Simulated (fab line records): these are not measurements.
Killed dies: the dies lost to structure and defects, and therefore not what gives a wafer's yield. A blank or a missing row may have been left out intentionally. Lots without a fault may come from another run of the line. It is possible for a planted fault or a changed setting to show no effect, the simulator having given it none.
Which tool did it?	flow berkeleyCmos170	route of 331 steps, sampled at 1 step: 14 lots, 42 wafers

WHAT THE GAUGES SHOWED, per wafer
Not one reading of a measure or inspect step in the record can be checked against a usual standard deviation.

WHICH TOOL RAN EACH LOT (tool, then ch and the chambers of the sampled wafers, then the start)
lot	UCB170_NWELL_EXPOSE_09
L930	krfScanner-02 ch 0, day 2 12:15
L929	krfScanner-01 ch 0, day 2 12:29
L932	krfScanner-01 ch 0, day 3 01:55
L931	krfScanner-02 ch 0, day 3 02:11
L935	krfScanner-02, day 3 17:34
L936	krfScanner-01, day 3 18:03
L945	krfScanner-02 ch 0, day 6 01:27
L946	krfScanner-01 ch 0, day 6 01:41
L947	krfScanner-02 ch 0, day 6 16:07
L948	krfScanner-01 ch 0, day 6 16:21
L950	krfScanner-01 ch 0, day 7 01:16
L949	krfScanner-01 ch 0, day 7 01:22
L951	krfScanner-01 ch 0, day 7 06:56
L952	krfScanner-02 ch 0, day 7 07:09
- UCB170_NWELL_EXPOSE_09: exposes mask NWELL, target cd 3000 nm.

AS READ BY THE TOOLS THEMSELVES (means over the sampled wafers that have a number; for cases with no such wafer, the mark the record gives instead)
UCB170_NWELL_EXPOSE_09.
lot	tool	exposureDoseMJCm2	focusOffsetNm (nm)
L930	krfScanner-02	25.003	-0.3
L929	krfScanner-01	25.017	0.4
L932	krfScanner-01	24.983	-0.1
L931	krfScanner-02	24.972	-0.3
L935	krfScanner-02	-	-
L936	krfScanner-01	-	-
L945	krfScanner-02	25.049	0.5
L946	krfScanner-01	24.997	-0.4
L947	krfScanner-02	24.978	-0.6
L948	krfScanner-01	25.037	0.1
L950	krfScanner-01	25.022	0.5
L949	krfScanner-01	24.985	-0.2
L951	krfScanner-01	24.994	-0.1
L952	krfScanner-02	25.013	0.4

THE ANSWER, worked out from the rows above alone
Rule: the usual values come from the lots themselves. Put in order of their means at a reading, lots are off if they are a third of the lots or fewer, leave a main group of 4 or more, and stand apart from it by a gap of 3 or more times the standard deviation of the main group's means; of several such gaps the widest counts. If all means in a main group match to the digits the tables above print for the reading, that group is not used. Also off: a lot with no number at a reading for which 4 or more lots have one. Where the step has rows for the other lots, those lots are counted as sound. First the gauges in route order, then the tools' own readings, where a lot's mean is used as printed above. At the first step where some lot is off, the reading lying furthest off is the one used; lots without a number count as furthest.
Off at UCB170_NWELL_EXPOSE_09 (exposureDoseMJCm2): L935, L936. Without a number there: L935, L936. Mean 25.004 and standard deviation 0.023 in the main group.
If a tool, at that step or one of the process steps before it, ran each lot that is off and ran no sound lot following the first of them, it fits. Of those tried, none fits.

WHAT THE SIMULATOR HAD PUT IN
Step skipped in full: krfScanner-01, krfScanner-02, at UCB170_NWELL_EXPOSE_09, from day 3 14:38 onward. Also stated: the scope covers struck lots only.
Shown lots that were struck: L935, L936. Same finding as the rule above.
